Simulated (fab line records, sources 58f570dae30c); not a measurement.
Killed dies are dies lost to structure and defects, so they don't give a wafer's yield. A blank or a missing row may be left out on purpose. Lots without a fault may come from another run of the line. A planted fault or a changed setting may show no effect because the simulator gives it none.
A struck lot beside a sound one | flow berkeley_cmos170 | 14 steps out of a route of 331
Sound: wafers L794.2, L794.5, L794.6. Struck: wafers L806.4, L806.5, L806.6. The cause comes at the end.
At each step with rows: each side's tool, then ch and its chambers, then its first start. Under that, the readings that differ: sound wafers | struck wafers | difference of the means | sigmas: that difference in standard deviations of wafers without a fault.
alike: readings whose means differ by less than 2 such deviations, and words and numbers that are the same on both sides. not compared: withheld readings, readings that some wafer has no value for, bounds like >300 that may hide the same value, and numbers for which the record gives no deviation and whose values overlap.
The two part at a step that has a row with sigmas, a row that says differs or no value, or rows on one side only. Numbers that don't overlap but have no deviation are shown without sigmas and don't part them. A reading that every wafer of one side lacks parts them only if that side has two wafers or more.

first, 3 steps without rows for these wafers: UCB170_PWELL_CLEAN_00 (cleans in SPM, time 600 s); UCB170_PWELL_CLEAN_01 (cleans in dHF, time 60 s); UCB170_PWELL_OXIDATION_02 (target thk 26.4 nm, ox time 1260 s).
UCB170_PWELL_THK_MEAS_03:
  sound on film_metro-04, day 4 04:43; struck on film_metro-01, day 6 23:53
  alike: PWELL_OXIDE_THK
then, 2 steps without rows for these wafers: UCB170_PWELL_ANNEAL_04 (time 900 s); UCB170_PWELL_CVD_05 (deposits Si3N4 from SiH2Cl2/NH3, target thk 220 nm, time 3300 s).
UCB170_PWELL_THK_MEAS_06:
  sound on film_metro-04, day 4 11:25; struck on film_metro-03, day 7 08:27
  alike: PWELL_NITRIDE_THK
then, 5 steps without rows for these wafers: UCB170_PWELL_HMDS_07 (prime time 60 s); UCB170_PWELL_COAT_08 (resist thk 900 nm); UCB170_PWELL_SOFTBAKE_09 (time 60 s); UCB170_PWELL_EXPOSE_10 (exposes mask PWELL, target cd 3000 nm); UCB170_PWELL_PEB_11.
UCB170_PWELL_DEVELOP_12: develop time 45 s.
  sound on litho_track-02 ch 0, day 4 12:00; struck on litho_track-04, day 7 10:00
  no value came back on the struck wafers for chill_plate_temp_C (C), develop_time_s (s), resist_line_temp_C (C); on the sound wafers chill_plate_temp_C (C) reads 23.03 23.10 23.00
  reading                                | sound           | struck            | difference | sigmas
  model.KrF_of_PWELL_COAT_08.thk_nm (nm) | 886.1 884.3 883 | 901.7 902.1 902.5 | +17.6      |
UCB170_PWELL_OVL_MEAS_13:
  sound on overlay-02, day 4 12:58; struck on overlay-01, day 7 10:38
  reading        | sound | struck | difference                    | sigmas
  PWELL_OVL (nm) | 3 6 2 | - - -  | no value on the struck wafers |

WHERE THEY PART
First at UCB170_PWELL_DEVELOP_12; last, within this record, at UCB170_PWELL_OVL_MEAS_13.

WHY: what the simulator had put in
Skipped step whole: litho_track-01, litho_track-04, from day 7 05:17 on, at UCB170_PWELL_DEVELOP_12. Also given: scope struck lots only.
